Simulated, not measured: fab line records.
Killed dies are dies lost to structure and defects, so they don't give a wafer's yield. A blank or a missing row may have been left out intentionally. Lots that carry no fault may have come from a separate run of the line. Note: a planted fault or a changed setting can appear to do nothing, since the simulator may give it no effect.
fab line records :: flow rit_cmos
[record]
  lots = 14
  wafers = 42
  last_day = 7
route steps=202 shown PWELL@48 M1@202
lots untouched by any fault: they come from a run of this same line in which no faults occurred
start_h: the number of hours between the record's first day and the start of the first shown wafer of the lot :: wait_h: hours from the lot's prior step to this one :: " repeats the value in the row above :: L1.1+2: a single row standing in for several wafers :: - no value, or no start was given :: * or withheld: withheld :: < > ~ a bound
route shown NAME@n: names a module that has steps shown in the file, with the first one's number in the route :: usual: mean and standard deviation over wafers with no fault :: same: alike in all rows :: chamber/n: place in a boat :: sites: each site's reading :: _std_site: the values' standard deviation :: _edge_site: mean of outer sites minus mean of inner sites :: radius_mm: for every site, how far away it sits from the centre of the wafer :: mask NAME#n: copy n :: behind: the most recent tool/chamber to have shaped the wafer :: hold: why the lot went on hold/how many hours it stayed there/how the hold came to an end :: device: whichever transistor did not switch (one of n, p or np) :: end of line: the tests these same wafers got at the end of their route :: a step without rows: its recipe alone :: killed: dies that structure and defects cost at the first sort, which is not the same as the wafer's yield :: map: shows each die of a wafer: x if killed, . if not, _ if none is there
set.NAME: the setting that was run; set.NAME@STEP: the one run at that earlier step :: model.NAME: the simulator's own value behind a step, which no gauge read
the route's steps for a sample of lots (tables are steps, rows are wafers)
services: a tool's chamber out of use, with start hour (start_h, from the record's first day; less than 0 if before it), hours out, and reason
[[steps]]
[step RIT_PWELL_STRIP_09]
[recipe]
  chemistry = O2
  time_s = 180
  resist = NOVOLAK
  platen_temp_c = withheld
  power_w = 500
  pressure_mtorr = 4000
  o2_flow_sccm = 4000
[usual]
  chamber_pressure_mTorr = 4000/4.2
  drypump_motor_current_A = 5.4/0.67
  o2_flow_sccm = 4002/12
lot.wafer: L950.1
tool: plasma_asher-01
chamber: 0
start_h: 23.88
wait_h: 0.1
chamber_pressure_mTorr: 3997
drypump_motor_current_A: 4.9
o2_flow_sccm: 4013
rf_hours_counter_h: 38

lot.wafer: L950.2
tool: plasma_asher-01
chamber: 1
start_h: 23.88
wait_h: 0.1
chamber_pressure_mTorr: 4000
drypump_motor_current_A: 6.4
o2_flow_sccm: 4002
rf_hours_counter_h: 38

lot.wafer: L950.5
tool: plasma_asher-01
chamber: 0
start_h: 23.88
wait_h: 0.1
chamber_pressure_mTorr: 3999
drypump_motor_current_A: 4.9
o2_flow_sccm: 4005
rf_hours_counter_h: -

lot.wafer: L951.3
tool: plasma_asher-04
chamber: 0
start_h: 28.78
wait_h: 0.1
chamber_pressure_mTorr: 3997
drypump_motor_current_A: 6.3
o2_flow_sccm: 3982
rf_hours_counter_h: -

lot.wafer: L951.4
tool: plasma_asher-04
chamber: 1
start_h: 28.78
wait_h: 0.1
chamber_pressure_mTorr: 3997
drypump_motor_current_A: 5.9
o2_flow_sccm: 4018
rf_hours_counter_h: -

lot.wafer: L951.5
tool: plasma_asher-04
chamber: 0
start_h: 28.78
wait_h: 0.1
chamber_pressure_mTorr: 3998
drypump_motor_current_A: 6.3
o2_flow_sccm: 3995
rf_hours_counter_h: -

lot.wafer: L952.1
tool: plasma_asher-02
chamber: 1
start_h: 33.83
wait_h: 0.1
chamber_pressure_mTorr: 4005
drypump_motor_current_A: 4.6
o2_flow_sccm: 3990
rf_hours_counter_h: 39

lot.wafer: L952.2
tool: plasma_asher-02
chamber: 0
start_h: 33.83
wait_h: 0.1
chamber_pressure_mTorr: 3999
drypump_motor_current_A: 5.1
o2_flow_sccm: 3997
rf_hours_counter_h: 39

lot.wafer: L952.6
tool: plasma_asher-02
chamber: 0
start_h: 33.83
wait_h: 0.1
chamber_pressure_mTorr: 4000
drypump_motor_current_A: 5.1
o2_flow_sccm: 3998
rf_hours_counter_h: -

lot.wafer: L954.1
tool: plasma_asher-04
chamber: 0
start_h: 43.06
wait_h: 0.1
chamber_pressure_mTorr: 4005
drypump_motor_current_A: 6.3
o2_flow_sccm: 4012
rf_hours_counter_h: 26

lot.wafer: L954.4
tool: plasma_asher-04
chamber: 1
start_h: 43.06
wait_h: 0.1
chamber_pressure_mTorr: 3997
drypump_motor_current_A: 5.9
o2_flow_sccm: 3998
rf_hours_counter_h: -

lot.wafer: L954.5
tool: plasma_asher-04
chamber: 1
start_h: 43.06
wait_h: 0.1
chamber_pressure_mTorr: 3999
drypump_motor_current_A: 5.9
o2_flow_sccm: 3991
rf_hours_counter_h: -

lot.wafer: L955.1
tool: plasma_asher-02
chamber: 1
start_h: 49.57
wait_h: 0.1
chamber_pressure_mTorr: 4001
drypump_motor_current_A: 4.7
o2_flow_sccm: 3968
rf_hours_counter_h: 41

lot.wafer: L955.2
tool: plasma_asher-02
chamber: 0
start_h: 49.57
wait_h: 0.1
chamber_pressure_mTorr: 4002
drypump_motor_current_A: 5.1
o2_flow_sccm: 4012
rf_hours_counter_h: 41

lot.wafer: L955.5
tool: plasma_asher-02
chamber: 0
start_h: 49.57
wait_h: 0.1
chamber_pressure_mTorr: 4001
drypump_motor_current_A: 5.2
o2_flow_sccm: 4020
rf_hours_counter_h: -

lot.wafer: L956.2
tool: plasma_asher-02
chamber: 1
start_h: 53.75
wait_h: 0.1
chamber_pressure_mTorr: 3995
drypump_motor_current_A: 4.7
o2_flow_sccm: 4016
rf_hours_counter_h: 42

lot.wafer: L956.3
tool: plasma_asher-02
chamber: 1
start_h: 53.75
wait_h: 0.1
chamber_pressure_mTorr: 3997
drypump_motor_current_A: 4.7
o2_flow_sccm: 4001
rf_hours_counter_h: -

lot.wafer: L956.6
tool: plasma_asher-02
chamber: 1
start_h: 53.75
wait_h: 0.1
chamber_pressure_mTorr: 3996
drypump_motor_current_A: 4.7
o2_flow_sccm: 3995
rf_hours_counter_h: -

lot.wafer: L957.1
tool: plasma_asher-01
chamber: 0
start_h: 59.43
wait_h: 0.1
chamber_pressure_mTorr: 4002
drypump_motor_current_A: 4.9
o2_flow_sccm: 4006
rf_hours_counter_h: 41

lot.wafer: L957.2
tool: plasma_asher-01
chamber: 1
start_h: 59.43
wait_h: 0.1
chamber_pressure_mTorr: 4004
drypump_motor_current_A: 6.4
o2_flow_sccm: 4000
rf_hours_counter_h: 41

lot.wafer: L957.5
tool: plasma_asher-01
chamber: 1
start_h: 59.43
wait_h: 0.1
chamber_pressure_mTorr: 4002
drypump_motor_current_A: 6.4
o2_flow_sccm: 4008
rf_hours_counter_h: -

lot.wafer: L962.4
tool: plasma_asher-02
chamber: 0
start_h: 85.83
wait_h: 0.1
chamber_pressure_mTorr: 4001
drypump_motor_current_A: 5.1
o2_flow_sccm: 4005
rf_hours_counter_h: -

lot.wafer: L962.5
tool: plasma_asher-02
chamber: 1
start_h: 85.83
wait_h: 0.1
chamber_pressure_mTorr: 4001
drypump_motor_current_A: 4.7
o2_flow_sccm: 3185
rf_hours_counter_h: -

lot.wafer: L962.6
tool: plasma_asher-02
chamber: 0
start_h: 85.83
wait_h: 0.1
chamber_pressure_mTorr: 3999
drypump_motor_current_A: 5.2
o2_flow_sccm: 4006
rf_hours_counter_h: -

lot.wafer: L963.1
tool: plasma_asher-02
chamber: 0
start_h: 88.70
wait_h: 0.1
chamber_pressure_mTorr: 4006
drypump_motor_current_A: 5.1
o2_flow_sccm: 3990
rf_hours_counter_h: 45

lot.wafer: L963.4
tool: plasma_asher-02
chamber: 0
start_h: 88.70
wait_h: 0.1
chamber_pressure_mTorr: 3997
drypump_motor_current_A: 5.1
o2_flow_sccm: 4001
rf_hours_counter_h: -

lot.wafer: L963.6
tool: plasma_asher-02
chamber: 1
start_h: 88.70
wait_h: 0.1
chamber_pressure_mTorr: 4005
drypump_motor_current_A: 4.7
o2_flow_sccm: 3202
rf_hours_counter_h: -

lot.wafer: L967.2
tool: plasma_asher-04
chamber: 1
start_h: 110.18
wait_h: 0.1
chamber_pressure_mTorr: 3997
drypump_motor_current_A: 5.9
o2_flow_sccm: 4012
rf_hours_counter_h: 33

lot.wafer: L967.3
tool: plasma_asher-04
chamber: 1
start_h: 110.18
wait_h: 0.1
chamber_pressure_mTorr: 3994
drypump_motor_current_A: 5.9
o2_flow_sccm: 3999
rf_hours_counter_h: -

lot.wafer: L967.6
tool: plasma_asher-04
chamber: 0
start_h: 110.18
wait_h: 0.1
chamber_pressure_mTorr: 4000
drypump_motor_current_A: 6.3
o2_flow_sccm: 3998
rf_hours_counter_h: -

lot.wafer: L968.3
tool: plasma_asher-01
chamber: 1
start_h: 117.57
wait_h: 0.1
chamber_pressure_mTorr: 3998
drypump_motor_current_A: 6.4
o2_flow_sccm: 4021
rf_hours_counter_h: -

lot.wafer: L968.4
tool: plasma_asher-01
chamber: 0
start_h: 117.57
wait_h: 0.1
chamber_pressure_mTorr: 4008
drypump_motor_current_A: 4.9
o2_flow_sccm: 4003
rf_hours_counter_h: -

lot.wafer: L968.5
tool: plasma_asher-01
chamber: 1
start_h: 117.57
wait_h: 0.1
chamber_pressure_mTorr: 4003
drypump_motor_current_A: 6.3
o2_flow_sccm: 4003
rf_hours_counter_h: -

lot.wafer: L970.2
tool: plasma_asher-04
chamber: 1
start_h: 122.86
wait_h: 0.1
chamber_pressure_mTorr: 4009
drypump_motor_current_A: 5.9
o2_flow_sccm: 4013
rf_hours_counter_h: 35

lot.wafer: L970.4
tool: plasma_asher-04
chamber: 0
start_h: 122.86
wait_h: 0.1
chamber_pressure_mTorr: 4001
drypump_motor_current_A: 6.3
o2_flow_sccm: 4009
rf_hours_counter_h: -

lot.wafer: L970.5
tool: plasma_asher-04
chamber: 0
start_h: 122.86
wait_h: 0.1
chamber_pressure_mTorr: 3996
drypump_motor_current_A: 6.3
o2_flow_sccm: 4019
rf_hours_counter_h: -

lot.wafer: L971.1
tool: plasma_asher-01
chamber: 1
start_h: 133.20
wait_h: 0.1
chamber_pressure_mTorr: 4002
drypump_motor_current_A: 6.4
o2_flow_sccm: 4011
rf_hours_counter_h: 49

lot.wafer: L971.4
tool: plasma_asher-01
chamber: 1
start_h: 133.20
wait_h: 0.1
chamber_pressure_mTorr: 3998
drypump_motor_current_A: 6.4
o2_flow_sccm: 4011
rf_hours_counter_h: -

lot.wafer: L971.5
tool: plasma_asher-01
chamber: 0
start_h: 133.20
wait_h: 0.1
chamber_pressure_mTorr: 4001
drypump_motor_current_A: 4.9
o2_flow_sccm: 3986
rf_hours_counter_h: -

lot.wafer: L973.1
tool: plasma_asher-01
chamber: 1
start_h: 138.51
wait_h: 0.1
chamber_pressure_mTorr: 4002
drypump_motor_current_A: 6.4
o2_flow_sccm: 3988
rf_hours_counter_h: 50

lot.wafer: L973.3
tool: plasma_asher-01
chamber: 0
start_h: 138.51
wait_h: 0.1
chamber_pressure_mTorr: 3997
drypump_motor_current_A: 4.9
o2_flow_sccm: 4007
rf_hours_counter_h: -

lot.wafer: L973.4
tool: plasma_asher-01
chamber: 1
start_h: 138.51
wait_h: 0.1
chamber_pressure_mTorr: 4005
drypump_motor_current_A: 6.4
o2_flow_sccm: 3991
rf_hours_counter_h: -
[step RIT_M1_PROBE_99]
[usual]
  killed_at_contacts = 0.1/0.28
  killed_at_front_end = 7.0/2.9
  killed_dies = 7.0/2.9
  killed_open = 3.4/2.1
  killed_short = 3.6/1.7
[same]
  gross_dies = 264
  killed_at_M0_to_M3 = 0
  killed_at_M4_up = 0
  killed_at_back_side = 0
  killed_at_other = 0
lot.wafer: L955.1
tool: prober-02
chamber: -
start_h: 85.00
wait_h: 0.1
killed_at_contacts: 0
killed_at_front_end: 6
killed_dies: 6
killed_open: 3
killed_short: 3

lot.wafer: L955.2
tool: prober-02
chamber: -
start_h: 85.05
wait_h: 0.1
killed_at_contacts: 0
killed_at_front_end: 9
killed_dies: 9
killed_open: 4
killed_short: 5

lot.wafer: L955.5
tool: prober-02
chamber: -
start_h: 85.20
wait_h: 0.2
killed_at_contacts: 0
killed_at_front_end: 6
killed_dies: 6
killed_open: 5
killed_short: 1

lot.wafer: L956.2
tool: prober-01
chamber: -
start_h: 94.59
wait_h: 0.1
killed_at_contacts: 0
killed_at_front_end: 11
killed_dies: 11
killed_open: 6
killed_short: 5

lot.wafer: L956.3
tool: prober-01
chamber: -
start_h: 94.64
wait_h: 0.2
killed_at_contacts: 0
killed_at_front_end: 10
killed_dies: 10
killed_open: 5
killed_short: 5

lot.wafer: L956.6
tool: prober-01
chamber: -
start_h: 94.79
wait_h: 0.2
killed_at_contacts: 0
killed_at_front_end: 8
killed_dies: 8
killed_open: 3
killed_short: 5

lot.wafer: L962.4
tool: prober-01
chamber: -
start_h: 121.18
wait_h: 0.2
killed_at_contacts: 0
killed_at_front_end: 10
killed_dies: 10
killed_open: 3
killed_short: 7

lot.wafer: L962.5
tool: prober-01
chamber: -
start_h: 121.23
wait_h: 0.2
killed_at_contacts: 0
killed_at_front_end: 9
killed_dies: 9
killed_open: 4
killed_short: 5

lot.wafer: L962.6
tool: prober-01
chamber: -
start_h: 121.28
wait_h: 0.2
killed_at_contacts: 0
killed_at_front_end: 11
killed_dies: 11
killed_open: 4
killed_short: 7

lot.wafer: L963.1
tool: prober-02
chamber: -
start_h: 128.92
wait_h: 0.1
killed_at_contacts: 0
killed_at_front_end: 3
killed_dies: 3
killed_open: 1
killed_short: 2

lot.wafer: L963.4
tool: prober-02
chamber: -
start_h: 129.07
wait_h: 0.2
killed_at_contacts: 1
killed_at_front_end: 10
killed_dies: 11
killed_open: 6
killed_short: 5

lot.wafer: L963.6
tool: prober-02
chamber: -
start_h: 129.17
wait_h: 0.2
killed_at_contacts: 0
killed_at_front_end: 3
killed_dies: 3
killed_open: 0
killed_short: 3

lot.wafer: L970.2
tool: prober-01
chamber: -
start_h: 162.21
wait_h: 0.1
killed_at_contacts: 0
killed_at_front_end: 16
killed_dies: 16
killed_open: 8
killed_short: 8

lot.wafer: L970.4
tool: prober-01
chamber: -
start_h: 162.31
wait_h: 0.2
killed_at_contacts: 0
killed_at_front_end: 6
killed_dies: 6
killed_open: 3
killed_short: 3

lot.wafer: L970.5
tool: prober-01
chamber: -
start_h: 162.36
wait_h: 0.2
killed_at_contacts: 0
killed_at_front_end: 11
killed_dies: 11
killed_open: 10
killed_short: 1

lot.wafer: L973.1
tool: prober-01
chamber: -
start_h: 176.73
wait_h: 0.1
killed_at_contacts: 0
killed_at_front_end: 6
killed_dies: 6
killed_open: 4
killed_short: 2

lot.wafer: L973.3
tool: prober-01
chamber: -
start_h: 176.83
wait_h: 0.2
killed_at_contacts: 0
killed_at_front_end: 7
killed_dies: 7
killed_open: 3
killed_short: 4

lot.wafer: L973.4
tool: prober-01
chamber: -
start_h: 176.88
wait_h: 0.2
killed_at_contacts: 1
killed_at_front_end: 6
killed_dies: 7
killed_open: 2
killed_short: 5
// killed by level:class
L955.1 FOX1:geometric_particle:open=1 FOX1:geometric_particle:short=1 GATE:geometric_particle:open=1 REOX:geometric_particle:short=1 SPACER:geometric_particle:open=1 SPACER:geometric_particle:short=1
L955.2 GATE:geometric_particle:short=2 SPACER:geometric_particle:short=2 SPACER:geometric_particle:open=2 FOX1:geometric_particle:open=1 GATE:geometric_particle:open=1 REOX:geometric_particle:short=1
L955.5 SPACER:geometric_particle:open=2 FOX1:geometric_particle:open=1 FOX2:geometric_particle:open=1 GATE:geometric_particle:open=1 SILICIDE:geometric_particle:short=1
L956.2 GATE:geometric_particle:open=4 GATE:geometric_particle:short=4 FOX1:geometric_particle:short=1 SPACER:geometric_particle:open=1 SILICIDE:geometric_particle:open=1
L956.3 GATE:geometric_particle:open=5 GATE:geometric_particle:short=3 REOX:geometric_particle:short=1 SPACER:geometric_particle:short=1
L956.6 FOX1:geometric_particle:open=2 GATE:geometric_particle:short=2 FOX1:geometric_particle:short=1 GATE:geometric_particle:open=1 SPACER:geometric_particle:short=1 SILICIDE:geometric_particle:short=1
L962.4 REOX:geometric_particle:short=3 GATE:geometric_particle:short=2 SILICIDE:geometric_particle:open=2 SPACER:geometric_particle:short=1 GATE:geometric_particle:open=1 SILICIDE:geometric_particle:short=1
L962.5 GATE:geometric_particle:open=3 GATE:geometric_particle:short=2 SILICIDE:geometric_particle:short=2 REOX:geometric_particle:short=1 SILICIDE:geometric_particle:open=1
L962.6 GATE:geometric_particle:short=5 GATE:geometric_particle:open=3 SILICIDE:geometric_particle:short=2 FOX1:geometric_particle:open=1
L963.1 GATE:geometric_particle:open=1 GATE:geometric_particle:short=1 REOX:geometric_particle:short=1
L963.4 SPACER:geometric_particle:open=2 SILICIDE:geometric_particle:short=2 FOX2:geometric_particle:short=1 GATE:geometric_particle:short=1 GATE:geometric_particle:open=1 REOX:geometric_particle:open=1 REOX:geometric_particle:short=1 SILICIDE:geometric_particle:open=1
L963.6 SILICIDE:geometric_particle:short=2 REOX:geometric_particle:short=1
L970.2 GATE:geometric_particle:open=3 FOX1:geometric_particle:short=2 FOX1:geometric_particle:open=2 FOX2:geometric_particle:short=2 GATE:geometric_particle:short=2 REOX:geometric_particle:open=2 SPACER:geometric_particle:short=2 SPACER:geometric_particle:open=1
L970.4 GATE:geometric_particle:short=3 FOX1:geometric_particle:open=1 FOX2:geometric_particle:open=1 GATE:geometric_particle:open=1
L970.5 GATE:geometric_particle:open=6 SPACER:geometric_particle:open=3 GATE:geometric_particle:short=1 SILICIDE:geometric_particle:open=1
L973.1 GATE:geometric_particle:open=3 GATE:geometric_particle:short=1 SPACER:geometric_particle:short=1 SILICIDE:geometric_particle:open=1
L973.3 SILICIDE:geometric_particle:open=2 GATE:geometric_particle:open=1 GATE:geometric_particle:short=1 REOX:geometric_particle:short=1 SPACER:geometric_particle:short=1 SILICIDE:geometric_particle:short=1
L973.4 GATE:geometric_particle:short=2 FOX1:geometric_particle:short=1 FOX2:geometric_particle:short=1 SILICIDE:geometric_particle:open=1 SPACER:geometric_particle:short=1 CONTACT:geometric_particle:open=1
[[services]]
tool: plasma_asher-02
chamber: -
start_h: 108.80
hours: 9.0
kind: pm

tool: plasma_asher-02
chamber: 0
start_h: 108.80
hours: 9.0
kind: vent_cycle

tool: plasma_asher-02
chamber: 1
start_h: 108.80
hours: 9.0
kind: vent_cycle

tool: plasma_asher-02
chamber: 0
start_h: 117.80
hours: -
kind: clean

tool: plasma_asher-02
chamber: 1
start_h: 117.80
hours: -
kind: clean
[[key]]
[first_sign]
  step = RIT_PWELL_STRIP_09
  reading = o2_flow_sccm
  direction = down
  sigmas = 67
  usual = 4002
  struck = 3193
effect none on later readings
met_at RIT_PWELL_STRIP_09
struck_lots L962,L963
struck_wafers L962.5,L963.6
tester_left_out L962,L963
onset_between 53.75 85.83
[fault]
  kind = process_parameter_drift
  tool = plasma_asher-02
  chamber = 1
  onset_h = 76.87
  steps = RIT_PWELL_STRIP_09
  channel = o2_flow_sccm
  offset = -800
  shape = step
  end_h = 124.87
  acts_in = these_recipes_only
  stated = 4000
// tester_left_out: of these lots the tester's yield and bins aren't shown, on N5 and GAA mostly nor the transistor test; their killed dies are dies lost to structure and defects alone, not to doping, threshold or leakage, so they don't give the yield
